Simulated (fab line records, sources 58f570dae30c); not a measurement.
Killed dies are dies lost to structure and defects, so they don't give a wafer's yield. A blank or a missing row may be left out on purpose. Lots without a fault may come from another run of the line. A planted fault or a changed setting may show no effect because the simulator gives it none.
fab line records | flow berkeley_cmos170
record lots=14 wafers=42 last_day=12
route steps=331 shown V1@267 M2@278 V2@306
lots that met no fault: from a run of the same line without faults
start_h: hours from the record's first day to the start of the lot's first wafer shown | wait_h: hours since the lot's step before | " the same as in the row above | L1.1+2: a row that stands for several wafers | - no value, or no start given | * or withheld: withheld | < > ~ a bound
route shown NAME@n: a module of which the file shows steps, and the number in the route of the first | usual: mean/standard deviation of fault-free wafers | same: alike in all rows | chamber/n: place in a boat | sites: the reading at each site | _std_site: their standard deviation | _edge_site: outer sites' mean less inner sites' | radius_mm: how far each site lies from the wafer's centre | mask NAME#n: copy n | behind: the tool/chamber that last shaped the wafer | hold: why the lot was held/for how many hours/how that ended | device: the transistor (n, p or np) that didn't switch | end of line: the same wafers' tests at the end of the route | a step without rows: its recipe alone | killed: dies lost to structure and defects at the first sort, not the wafer's yield | map: a wafer's dies, x killed, . not, _ none there
set.NAME: the setting as run; set.NAME@STEP: as run at that earlier step | model.NAME: the simulator's own value behind a step, which no gauge read
steps of the route over a sample of lots; a table a step, a row a wafer
services: from which hour (start_h, from the record's first day; less than 0 if before it) a tool's chamber was out of use, for how many hours, and why
## steps
# step UCB170_V1_OVL_MEAS_13
# usual V1_OVL=3/4.6
# columns lot.wafer tool chamber start_h wait_h V1_OVL[nm]
L757.1 overlay-02 - 150.39 0.1 5
L757.2 " - " " -1
L757.5 " - " " 4
L758.1 overlay-01 - 152.62 0.1 8
L758.2 " - " " 6
L758.5 " - " " 13
L756.1 overlay-02 - 152.90 0.1 -2
L756.3 " - " " 2
L756.6 " - " " 5
L755.2 overlay-02 - 152.95 0.1 1
L755.3 " - " " 4
L755.4 " - " " 0
L761.3 overlay-01 - 171.46 0.1 1
L761.4 " - " " 6
L761.5 " - " " 6
L764.3 overlay-02 - 195.29 0.1 -2
L764.4 " - " " 3
L764.6 " - " " 5
L767.2 overlay-02 - 199.18 0.1 1
L767.4 " - " " 0
L767.6 " - " " 3
L770.1 overlay-01 - 230.12 0.1 -3
L770.4 " - " " -5
L770.5 " - " " -3
L771.2 overlay-02 - 234.58 0.1 7
L771.4 " - " " 5
L771.5 " - " " 2
L772.3 overlay-02 - 239.93 0.1 10
L772.5 " - " " 11
L772.6 " - " " 1
L776.3 overlay-01 - 248.05 0.1 2
L776.4 " - " " 3
L776.5 " - " " 5
L774.3 overlay-02 - 252.80 0.1 13
L774.4 " - " " -1
L774.5 " - " " 10
L775.1 overlay-01 - 252.97 0.1 1
L775.3 " - " " 4
L775.4 " - " " -5
L778.1 overlay-01 - 268.89 0.1 5
L778.2 " - " " 5
L778.6 " - " " 8
# step UCB170_V1_STRIP_15
# recipe chemistry=O2 power_w=400 pressure_mtorr=3500 platen_temp_c=withheld o2_flow_sccm=400 overash_fraction=0.5
# usual chamber_pressure_mTorr=3500/3.3 drypump_motor_current_A=5.8/0.57 oes_product_au=0.722/0.0046 strip_time_to_endpoint_s=15.34/0.097
# same overash_fraction=0.5
# columns lot.wafer tool chamber start_h wait_h chamber_pressure_mTorr drypump_motor_current_A oes_product_au rf_hours_counter_h strip_time_to_endpoint_s
L757.1 plasma_asher-01 1 150.60 0.1 3504 4.9 0.722 48 15.14
L757.2 " 0 " " 3498 5.4 0.713 48 15.27
L757.5 " 0 " " 3501 5.4 0.725 - 15.30
L758.1 plasma_asher-03 1 152.84 0.1 3495 5.9 0.722 1 15.43
L758.2 " 0 " " 3506 5.7 0.718 1 15.28
L758.5 " 1 " " 3496 5.9 0.723 - 15.35
L756.1 plasma_asher-02 1 153.11 0.1 3502 6.8 0.721 41 15.34
L756.3 " 1 " " 3497 6.8 0.726 - 15.17
L756.6 " 0 " " 3496 5.6 0.721 - 15.35
L755.2 plasma_asher-01 1 153.16 0.1 3502 4.9 0.726 48 15.50
L755.3 " 1 " " 3499 4.9 0.721 - 15.40
L755.4 " 0 " " 3505 5.4 0.715 - 15.50
L761.3 plasma_asher-02 1 171.70 0.1 3502 6.8 0.720 - 15.29
L761.4 " 0 " " 3496 5.6 0.720 - 15.22
L761.5 " 1 " " 3501 6.8 0.719 - 15.28
L764.3 plasma_asher-03 1 195.52 0.1 3493 6.0 0.720 - 15.31
L764.4 " 0 " " 3504 5.7 0.729 - 15.35
L764.6 " 1 " " 3500 5.9 0.723 - 15.24
L767.2 plasma_asher-03 1 199.39 0.1 3502 6.0 0.727 6 15.30
L767.4 " 0 " " 3495 5.6 0.718 - 15.33
L767.6 " 1 " " 3502 5.9 0.729 - 15.35
L770.1 plasma_asher-01 0 230.43 0.2 3496 5.4 0.714 56 15.40
L770.4 " 1 " " 3499 4.9 0.724 - 15.36
L770.5 " 0 " " 3499 5.4 0.716 - 15.36
L771.2 plasma_asher-03 1 234.79 0.1 3504 5.9 0.720 10 15.27
L771.4 " 1 " " 3497 5.9 0.726 - 15.34
L771.5 " 1 " " 3506 5.9 0.716 - 15.24
L772.3 plasma_asher-02 0 240.16 0.1 3502 5.6 0.722 - 15.48
L772.5 " 1 " " 3498 6.8 0.722 - 15.53
L772.6 " 0 " " 3499 5.7 0.723 - 15.40
L776.3 plasma_asher-01 1 248.28 0.1 3499 4.9 0.723 - 15.47
L776.4 " 0 " " 3503 5.4 0.717 - 15.40
L776.5 " 0 " " 3503 5.4 0.719 - 15.46
L774.3 plasma_asher-02 1 253.04 0.1 3500 6.8 0.720 - 15.16
L774.4 " 0 " " 3501 5.6 0.723 - 15.47
L774.5 " 1 " " 3502 6.8 0.727 - 15.39
L775.1 plasma_asher-03 0 253.19 0.1 3502 5.6 0.726 11 15.48
L775.3 " 1 " " 3498 5.9 0.720 - 15.32
L775.4 " 0 " " 3501 5.7 0.724 - 15.39
L778.1 plasma_asher-03 1 269.10 0.1 3500 5.9 0.718 13 15.33
L778.2 " 0 " " 3495 5.7 0.718 13 15.46
L778.6 " 0 " " 3506 5.7 0.718 - 15.39
# step UCB170_M2_STRIP_07
# recipe chemistry=O2 power_w=400 pressure_mtorr=3500 platen_temp_c=withheld o2_flow_sccm=400 overash_fraction=0.5
# usual chamber_pressure_mTorr=3500/3.3 drypump_motor_current_A=5.4/0.31 oes_product_au=0.735/0.0046 strip_time_to_endpoint_s=21.95/0.062
# same overash_fraction=0.5
# columns lot.wafer tool chamber start_h wait_h chamber_pressure_mTorr drypump_motor_current_A oes_product_au rf_hours_counter_h strip_time_to_endpoint_s
L757.1 plasma_asher-04 1 152.10 0.1 3494 5.5 0.729 49 21.92
L757.2 " 0 " " 3504 5.4 0.732 49 22.00
L757.5 " 0 " " 3500 5.4 0.735 - 21.95
L758.1 plasma_asher-03 0 154.28 0.1 3500 5.7 0.738 2 21.85
L758.2 " 1 " " 3502 5.9 0.736 2 21.89
L758.5 " 0 " " 3500 5.7 0.739 - 21.88
L756.1 plasma_asher-04 1 154.74 0.1 3498 5.6 0.740 50 22.05
L756.3 " 1 " " 3504 5.5 0.739 - 21.98
L756.6 " 0 " " 3501 5.3 0.730 - 21.92
L755.2 plasma_asher-01 1 154.78 0.1 3500 4.9 0.731 48 21.93
L755.3 " 1 " " 3494 4.9 0.738 - 21.93
L755.4 " 0 " " 3500 5.4 0.737 - 21.91
L761.3 plasma_asher-01 1 172.83 0.1 3498 4.9 0.729 - 21.93
L761.4 " 0 " " 3497 5.4 0.734 - 22.01
L761.5 " 1 " " 3501 4.9 0.749 - 21.97
L764.3 plasma_asher-04 1 196.60 0.1 3500 5.5 0.737 - 21.93
L764.4 " 0 " " 3501 5.4 0.746 - 21.99
L764.6 " 0 " " 3499 5.4 0.726 - 21.94
L767.2 plasma_asher-04 1 200.44 0.1 3501 5.5 0.736 54 21.86
L767.4 " 1 " " 3491 5.5 0.732 - 21.81
L767.6 " 0 " " 3499 5.4 0.730 - 21.80
L770.1 plasma_asher-01 1 231.87 0.1 3498 4.9 0.732 56 22.00
L770.4 " 1 " " 3504 4.9 0.734 - 21.93
L770.5 " 0 " " 3497 5.4 0.732 - 22.04
L771.2 plasma_asher-04 0 235.79 0.1 3497 5.4 0.739 58 21.93
L771.4 " 1 " " 3499 5.6 0.737 - 21.95
L771.5 " 0 " " 3506 5.4 0.737 - 21.96
L772.3 plasma_asher-04 0 241.17 0.1 3507 5.4 0.733 - 21.95
L772.5 " 1 " " 3502 5.5 0.742 - 21.96
L772.6 " 0 " " 3501 5.4 0.733 - 21.99
L776.3 plasma_asher-01 0 249.28 0.1 3499 5.5 0.733 - 22.01
L776.4 " 1 " " 3500 4.9 0.733 - 22.03
L776.5 " 0 " " 3508 5.4 0.738 - 22.01
L774.3 plasma_asher-01 1 254.04 0.1 3497 4.9 0.743 - 21.95
L774.4 " 0 " " 3502 5.4 0.734 - 21.90
L774.5 " 1 " " 3497 4.9 0.725 - 21.92
L775.1 plasma_asher-03 1 254.19 0.1 3503 5.9 0.739 12 21.86
L775.3 " 0 " " 3501 5.7 0.738 - 21.98
L775.4 " 1 " " 3503 5.9 0.729 - 21.94
L778.1 plasma_asher-01 1 270.10 0.1 3498 4.9 0.735 60 22.02
L778.2 " 0 " " 3503 5.4 0.738 60 22.07
L778.6 " 1 " " 3492 4.9 0.734 - 22.00
# step UCB170_V2_ETCH_14
# recipe chemistry=CHF3/CF4/Ar target=SiO2 stop_on=Al CHF3_flow_sccm=45 cf4_flow_sccm=15 Ar_flow_sccm=150 pressure_mtorr=200 rf_w=700 target_depth_a=12500 over_etch_frac=0.25 time_s=291
# usual cf4_flow_sccm=15.00/0.04 chamber_pressure_mTorr=200.03/0.18 drypump_motor_current_A=5.4/0.34 oes_product_au=0.873/0.012 rf_fwd_power_W=698.3/2.2 throttle_valve_pct=6.95/0.099
# columns lot.wafer tool chamber start_h wait_h cf4_flow_sccm chamber_pressure_mTorr drypump_motor_current_A oes_product_au rf_fwd_power_W rf_hours_counter_h throttle_valve_pct
L757.1 rie_diel-03 2 157.19 0.0 14.98 200.12 4.9 0.863 697.3 138 6.85
L757.2 " 0 " " 15.05 200.16 5.4 0.870 698.9 13 6.91
L757.5 " 0 " " 15.05 200.11 5.4 0.869 697.9 - 6.91
L758.1 rie_diel-04 1 159.41 0.0 14.96 200.19 5.0 0.876 698.3 94 7.01
L758.2 " 3 " " 14.97 199.90 5.2 0.849 698.4 1 7.05
L758.5 " 2 " " 15.04 199.95 5.3 0.847 700.1 - 7.09
L756.1 rie_diel-03 2 159.51 0.0 15.02 200.03 4.9 0.866 699.0 139 6.85
L756.3 " 0 " " 15.03 199.90 5.4 0.869 697.3 13 6.94
L756.6 " 0 " " 14.97 200.14 5.4 0.869 697.6 - 6.92
L755.2 rie_diel-02 2 159.79 0.0 14.99 200.07 5.5 0.905 698.2 141 6.87
L755.3 " 0 " " 14.97 200.05 5.6 0.874 700.7 51 6.83
L755.4 " 1 " " 15.01 200.03 5.3 0.884 699.5 50 6.84
L761.3 rie_diel-03 0 177.19 0.0 15.03 200.00 5.4 0.879 695.8 13 6.92
L761.4 " 2 " " 14.98 200.13 4.9 0.862 696.5 139 6.85
L761.5 " 1 " " 15.00 199.83 5.7 0.882 695.5 - 7.10
L764.3 rie_diel-04 0 200.60 0.0 14.97 199.97 5.7 0.861 415.4 134 7.10
L764.4 " 2 " " 15.07 199.85 5.3 0.823 419.8 91 7.09
L764.6 " 3 " " 15.02 200.08 5.2 0.840 413.7 - 7.02
L767.2 rie_diel-04 0 204.63 0.0 15.00 200.07 5.7 0.861 416.7 134 7.11
L767.4 " 2 " " 15.07 200.12 5.3 0.835 417.3 91 7.08
L767.6 " 0 " " 15.00 200.01 5.7 0.859 420.8 - 7.12
L770.1 rie_diel-02 1 235.96 0.0 15.02 200.29 5.3 0.874 698.5 54 6.84
L770.4 " 3 " " 14.93 200.02 6.1 0.871 692.5 - 6.90
L770.5 " 1 " " 15.02 200.00 5.3 0.874 699.5 - 6.84
L771.2 rie_diel-02 2 239.99 0.0 14.95 200.27 5.5 0.902 697.4 144 6.87
L771.4 " 0 " " 15.00 199.92 5.6 0.876 701.0 55 6.85
L771.5 " 1 " " 15.03 200.41 5.3 0.875 695.3 - 6.86
L772.3 rie_diel-03 3 245.59 0.0 14.94 199.77 5.0 0.873 700.2 56 6.89
L772.5 " 0 " " 15.03 199.93 5.4 0.867 699.3 - 6.92
L772.6 " 1 " " 14.96 200.02 5.7 0.882 702.3 - 7.11
L776.3 rie_diel-02 0 253.28 0.0 14.97 200.12 5.6 0.871 697.6 56 6.83
L776.4 " 1 " " 15.00 199.85 5.3 0.873 697.7 - 6.85
L776.5 " 0 " " 15.02 199.91 5.6 0.872 699.0 - 6.84
L774.3 rie_diel-03 3 257.61 0.0 15.05 200.13 5.0 0.876 700.4 57 6.90
L774.4 " 1 " " 14.92 200.21 5.7 0.883 698.4 5 7.09
L774.5 " 1 " " 14.97 200.02 5.7 0.885 701.0 - 7.10
L775.1 rie_diel-02 3 258.27 0.0 15.00 199.89 6.1 0.875 696.5 23 6.91
L775.3 " 0 " " 15.07 200.13 5.6 0.877 697.1 56 6.84
L775.4 " 1 " " 15.01 199.87 5.3 0.872 700.8 - 6.82
L778.1 rie_diel-03 2 274.37 0.0 15.04 200.07 4.9 0.886 696.3 1 6.85
L778.2 " 1 " " 14.99 199.94 5.7 0.883 698.2 5 7.07
L778.6 " 0 " " 14.95 200.08 5.4 0.876 695.0 - 6.92
# step UCB170_V2_STRIP_15
# recipe chemistry=O2 power_w=400 pressure_mtorr=3500 platen_temp_c=withheld o2_flow_sccm=400 overash_fraction=0.5
# usual chamber_pressure_mTorr=3500/3.3 drypump_motor_current_A=5.8/0.49 oes_product_au=0.722/0.0042 strip_time_to_endpoint_s=15.32/0.11
# same overash_fraction=0.5
# columns lot.wafer tool chamber start_h wait_h chamber_pressure_mTorr drypump_motor_current_A oes_product_au rf_hours_counter_h strip_time_to_endpoint_s
L757.1 plasma_asher-02 1 157.37 0.1 3500 6.8 0.721 41 15.21
L757.2 " 0 " " 3501 5.6 0.724 41 15.10
L757.5 " 0 " " 3504 5.6 0.722 - 15.13
L758.1 plasma_asher-04 0 159.59 0.1 3501 5.4 0.722 50 15.44
L758.2 " 1 " " 3499 5.5 0.712 50 15.43
L758.5 " 0 " " 3497 5.4 0.725 - 15.29
L756.1 plasma_asher-02 0 159.69 0.1 3500 5.6 0.719 42 15.39
L756.3 " 0 " " 3497 5.6 0.727 - 15.42
L756.6 " 1 " " 3502 6.8 0.721 - 15.44
L755.2 plasma_asher-03 1 159.97 0.1 3498 5.9 0.715 2 15.33
L755.3 " 1 " " 3498 5.9 0.726 - 15.36
L755.4 " 0 " " 3497 5.7 0.719 - 15.39
L761.3 plasma_asher-02 0 177.41 0.1 3499 5.6 0.724 - 15.24
L761.4 " 1 " " 3494 6.8 0.720 - 15.41
L761.5 " 0 " " 3492 5.6 0.725 - 15.43
L764.3 plasma_asher-02 0 200.81 0.1 3502 5.7 0.722 - 16.70
L764.4 " 1 " " 3500 6.8 0.725 - 16.70
L764.6 " 1 " " 3504 6.8 0.720 - 16.66
L767.2 plasma_asher-04 1 204.80 0.1 3501 5.6 0.726 55 16.78
L767.4 " 0 " " 3503 5.4 0.727 - 16.75
L767.6 " 1 " " 3499 5.5 0.718 - 16.82
L770.1 plasma_asher-02 1 236.14 0.1 3499 6.8 0.721 49 15.22
L770.4 " 1 " " 3497 6.8 0.723 - 15.14
L770.5 " 1 " " 3499 6.8 0.717 - 15.26
L771.2 plasma_asher-04 1 240.17 0.1 3498 5.6 0.721 59 15.31
L771.4 " 1 " " 3504 5.5 0.715 - 15.41
L771.5 " 0 " " 3499 5.4 0.718 - 15.42
L772.3 plasma_asher-03 1 245.80 0.1 3497 5.9 0.722 - 15.38
L772.5 " 0 " " 3501 5.7 0.720 - 15.38
L772.6 " 1 " " 3507 5.9 0.716 - 15.44
L776.3 plasma_asher-02 0 253.50 0.1 3496 5.6 0.728 - 15.24
L776.4 " 1 " " 3497 6.8 0.722 - 15.26
L776.5 " 0 " " 3496 5.6 0.727 - 15.27
L774.3 plasma_asher-04 0 257.82 0.1 3495 5.4 0.717 - 15.22
L774.4 " 1 " " 3502 5.5 0.720 - 15.31
L774.5 " 0 " " 3499 5.4 0.714 - 15.38
L775.1 plasma_asher-03 1 258.45 0.1 3501 5.9 0.721 12 15.27
L775.3 " 1 " " 3499 5.9 0.722 - 15.43
L775.4 " 0 " " 3498 5.7 0.710 - 15.38
L778.1 plasma_asher-04 1 274.55 0.1 3504 5.5 0.725 63 15.20
L778.2 " 0 " " 3497 5.4 0.724 63 15.27
L778.6 " 0 " " 3499 5.4 0.723 - 15.19
# step UCB170_V2_CD_MEAS_90
# recipe target_cd_nm=700
# usual cd_nm=699.9/1.5
# columns lot.wafer tool chamber start_h wait_h cd_nm
L757.1 cd_sem-02 - 157.64 0.2 701.7
L757.2 " - " " 700.9
L757.5 " - " " 700.7
L758.1 cd_sem-01 - 159.69 0.1 699.0
L758.2 " - " " 698.6
L758.5 " - " " 698.6
L756.1 cd_sem-02 - 159.79 0.1 699.7
L756.3 " - " " 701.2
L756.6 " - " " 701.5
L755.2 cd_sem-01 - 160.09 0.1 698.7
L755.3 " - " " 698.5
L755.4 " - " " 698.4
L761.3 cd_sem-02 - 177.51 0.1 697.4
L761.4 " - " " 696.2
L761.5 " - " " 696.2
L764.3 cd_sem-01 - 200.92 0.1 693.9
L764.4 " - " " 693.9
L764.6 " - " " 693.5
L767.2 cd_sem-02 - 204.92 0.1 694.1
L767.4 " - " " 694.3
L767.6 " - " " 692.5
L770.1 cd_sem-01 - 236.24 0.1 700.3
L770.4 " - " " 699.9
L770.5 " - " " 701.2
L771.2 cd_sem-01 - 240.37 0.2 701.0
L771.4 " - " " 701.0
L771.5 " - " " 701.3
L772.3 cd_sem-01 - 245.91 0.1 701.0
L772.5 " - " " 700.0
L772.6 " - " " 699.1
L776.3 cd_sem-02 - 253.60 0.1 697.8
L776.4 " - " " 698.6
L776.5 " - " " 698.4
L774.3 cd_sem-01 - 257.93 0.1 701.6
L774.4 " - " " 702.3
L774.5 " - " " 701.8
L775.1 cd_sem-02 - 258.55 0.1 701.1
L775.3 " - " " 699.5
L775.4 " - " " 699.0
L778.1 cd_sem-02 - 274.65 0.1 701.2
L778.2 " - " " 699.5
L778.6 " - " " 698.9
## services
# columns tool chamber start_h hours kind
plasma_asher-03 - 131.76 13.2 pm
plasma_asher-04 - 132.16 1.1 repair
rie_diel-03 1 137.75 - clean
rie_diel-03 1 137.75 19.5 scheduled_down
rie_diel-03 1 137.75 19.5 vent_cycle
rie_diel-03 3 177.61 6.7 repair
rie_diel-03 3 220.52 1.3 repair
rie_diel-03 2 232.41 - clean
rie_diel-03 2 232.41 15.0 scheduled_down
rie_diel-03 2 232.41 15.0 vent_cycle
rie_diel-02 2 234.08 3.7 repair
rie_diel-02 2 247.98 3.1 repair
rie_diel-02 2 251.13 - clean
rie_diel-02 2 251.13 16.0 scheduled_down
rie_diel-02 2 251.13 16.0 vent_cycle
plasma_asher-02 - 256.22 4.7 repair
## key
first_sign step=UCB170_V2_ETCH_14 reading=rf_fwd_power_W direction=down sigmas=99+ usual=698.3 struck=417.3
effect step=UCB170_V2_ETCH_14 reading=oes_product_au direction=down sigmas=2.1 usual=0.873 struck=0.846
effect step=UCB170_V2_STRIP_15 reading=strip_time_to_endpoint_s direction=up sigmas=13 usual=* struck=*
effect step=UCB170_V2_CD_MEAS_90 reading=cd_nm direction=down sigmas=4.1 usual=699.9 struck=693.7
met_at UCB170_V2_ETCH_14
struck_lots L764,L767
later_rows_left_out L764.3,L764.4,L764.6,L767.2,L767.4,L767.6
sort_left_out L764.3,L764.4,L764.6,L767.2,L767.4,L767.6
tester_left_out L764
not_acting_at UCB170_V1_OVL_MEAS_13,UCB170_V1_STRIP_15,UCB170_M2_STRIP_07
onset_between 159.41 200.60
earlier_fault kind=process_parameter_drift tool=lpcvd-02 chamber=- onset_h=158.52 steps=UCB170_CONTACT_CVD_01 channel=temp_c offset=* shape=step end_h=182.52 acts_in=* stated=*
fault kind=process_parameter_drift tool=rie_diel-04 chamber=- onset_h=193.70 steps=UCB170_V2_ETCH_14 channel=rf_w offset=-280 shape=step end_h=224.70 acts_in=these_recipes_only stated=700
# tester_left_out: of these lots the tester's yield and bins aren't shown, on N5 and GAA mostly nor the transistor test; their killed dies are dies lost to structure and defects alone, not to doping, threshold or leakage, so they don't give the yield
# sort_left_out: the simulated sort isn't trusted on such a fault, so these wafers' sort isn't shown, and their yield isn't known
# later_rows_left_out: the simulator's readings of these wafers behind a module that went badly wrong aren't trusted and aren't shown, but for the sort
